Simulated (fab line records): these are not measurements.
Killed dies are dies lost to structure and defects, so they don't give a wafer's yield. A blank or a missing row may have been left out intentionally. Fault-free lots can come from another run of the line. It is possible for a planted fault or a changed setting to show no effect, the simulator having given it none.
Lot-split experiment ; flow berkeley cmos170 ; 23 wafers read from 5 lots, route of 331 steps

THE SPLIT ITSELF
At UCB170_V1_CVD_00 (deposits SiO2 from TEOS/O2, target thk 2000 nm, time 250 s), the setting time s was moved away from the recipe's 250 s on 9 of the 23 wafers read, by +6.2% to +14.9%. For the rest of the wafers, this setting stayed at what the recipe calls for.

The file shows no step between the split and the reading.

THE READING
V1_TEOS_THK at UCB170_V1_THK_MEAS_01, in nm. On this fab line, fault-free wafers typically give 2002 nm with a standard deviation of 24 nm.

wafer;tool, chamber at the split;time s as run, s;against the recipe;V1_TEOS_THK, nm;against lot-mates on the recipe
L074.1;pecvd-02, 2;275.1;+10.0%;2169;+186
L074.3;pecvd-02, 1;250;recipe;1970;-
L074.4;pecvd-02, 1;250;recipe;1995;-
L074.5;pecvd-02, 2;275.1;+10.0%;2224;+242
L074.6;pecvd-02, 0;275.1;+10.0%;2243;+260
L083.1;pecvd-04, 1;250;recipe;2000;-
L083.2;pecvd-04, 2;250;recipe;1996;-
L083.4;pecvd-04, 0;265.6;+6.2%;2142;+139
L083.5;pecvd-04, 1;265.6;+6.2%;2161;+158
L083.6;pecvd-04, 2;250;recipe;2012;-
L082.2;pecvd-01, 2;250;recipe;1968;-
L082.3;pecvd-01, 0;250;recipe;1970;-
L082.4;pecvd-01, 0;287.3;+14.9%;2315;+333
L082.5;pecvd-01, 1;287.3;+14.9%;2302;+320
L082.6;pecvd-01, 2;250;recipe;2009;-
L084.3;pecvd-04, 0;250;recipe;1988;-
L084.5;pecvd-04, 2;250;recipe;2039;-
L084.6;pecvd-04, 1;250;recipe;2024;-
L085.1;pecvd-01, 1;250;recipe;1975;-
L085.3;pecvd-01, 2;282;+12.8%;2251;+244
L085.4;pecvd-01, 2;282;+12.8%;2282;+275
L085.5;pecvd-01, 1;250;recipe;1994;-
L085.6;pecvd-01, 0;250;recipe;2051;-

FIT RESULTS
A straight line over all 23 wafers: V1_TEOS_THK changes by +21 nm for each +1% of time s; r = +0.98; the points scatter about the line by 25 nm.
The same after taking each lot's own level away (the mean of its wafers on the recipe; 23 wafers): +21.7 nm for each +1%; r = +0.98; scatter 23 nm.
Per that fit: largest time s move, reading shift of 3.2e+02 nm.
From 1982.3 to 2017.0 nm: that is the span of the lots' own levels, equal to 1.4 times the standard deviation above.
So the lot-to-lot level changes the slope little: the two slopes agree.
Check: for one of the wafers moved furthest among these (+14.9%), held out of the fit, the line's prediction against its lot-mates is +323 nm. It came out at +333 nm against them.

OTHER SPLITS ON THESE WAFERS
Before the reading, these wafers also passed through other splits. Each is held against what the fit with the lots' levels taken away leaves over:
other split on the same wafers;wafers away from the commonest value;r with V1_TEOS_THK (lot level and that fit taken away)
UCB170_M1_SPUTTER_00 chamber pressure pa;15;+0.11

THE WHOLE CHAIN: every reading that the file lists as answering this split, in the file's order
step;what it does;reading;change (the file's fit);r (the file's)
UCB170_V1_CVD_00;deposits SiO2 from TEOS/O2, target thk 2000 nm, time 250 s;SiO2_of_V1_CVD_00.thk nm (the simulator's own value, which no gauge read);+21.8 nm for each +1% of the setting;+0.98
UCB170_V1_THK_MEAS_01;;V1_TEOS_THK;+21.7 for each +1% of the setting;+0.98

FILE'S OWN FIT
V1_TEOS_THK changes by +21.7 nm for each +1% of time s, r = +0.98.
